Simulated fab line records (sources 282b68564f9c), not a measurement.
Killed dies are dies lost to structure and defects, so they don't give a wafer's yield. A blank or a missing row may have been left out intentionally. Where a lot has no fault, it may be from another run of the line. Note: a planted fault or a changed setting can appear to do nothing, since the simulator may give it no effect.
Chamber matching    flow rit cmos    3 sister chambers for RIT_GATE_ETCH_19 on rie si-02
The step etches poly-Si in SF6/CHF3/O2, stops on SiO2, time 165 s, target depth 312.5 nm. 14 wafers are shown with their chamber, then 6 later ones without.

## WAFERS, EACH WITH ITS CHAMBER
wafer   chamber  throttle valve pct (%)  drypump motor current A (A)  he backside leak sccm (sccm)
L729.1  0        10.06                   5.3                          2.79
L729.3  2        10.51                   6.6                          2.43
L729.4  0        10.04                   5.3                          2.71
L731.3  0        10.04                   5.4                          2.60
L731.4  2        10.52                   6.6                          2.37
L731.5  2        10.51                   6.6                          2.29
L741.3  2        10.52                   6.6                          2.45
L741.4  0        10.05                   5.4                          2.65
L741.5  0        10.04                   5.4                          2.70
L743.1  0        10.03                   5.4                          2.66
L743.5  1        10.25                   5.8                          3.22
L743.6  0        10.03                   5.4                          2.62
L745.1  1        10.25                   5.8                          3.07
L745.2  2        10.51                   6.6                          2.31

SIGNATURES, as means of the wafers listed above
reading                  chamber 0  chamber 1  chamber 2  scatter within a chamber
throttle valve pct       10.0414    10.2500    10.5140    0.00856
drypump motor current A  5.371      5.800      6.600      0.036
he backside leak sccm    2.6757     3.1450     2.3700     0.0712
Rule: for each reading, subtract the chamber's mean from the wafer's reading, divide by that reading's scatter and square the result; add these up over the readings and take the root, which gives the wafer's distance from the chamber. The wafer belongs to the nearest chamber; if the next one is less than 2 further off, it can't be placed. The scatter: the root of (the sum of the squares of (reading less its chamber's mean) over the shown wafers, divided by (wafers less chambers)).

## WAFERS WITHOUT THEIR CHAMBER
wafer   throttle valve pct (%)  drypump motor current A (A)  he backside leak sccm (sccm)
L745.6  10.24                   5.8                          3.13
L747.1  10.24                   5.8                          3.18
L747.4  10.52                   6.6                          2.37
L747.6  10.03                   5.3                          2.87
L751.3  10.04                   5.4                          2.94
L751.5  10.04                   5.4                          2.83

## THE CHAMBER EACH PASSED THROUGH
wafer   from the rows above  in truth
L745.6  1                    1
L747.1  1                    1
L747.4  2                    2
L747.6  0                    0
L751.3  0                    0
L751.5  0                    0
Correct placement for 6 of the 6. Left unplaced by these rows: 0. Number placed wrongly: 0.
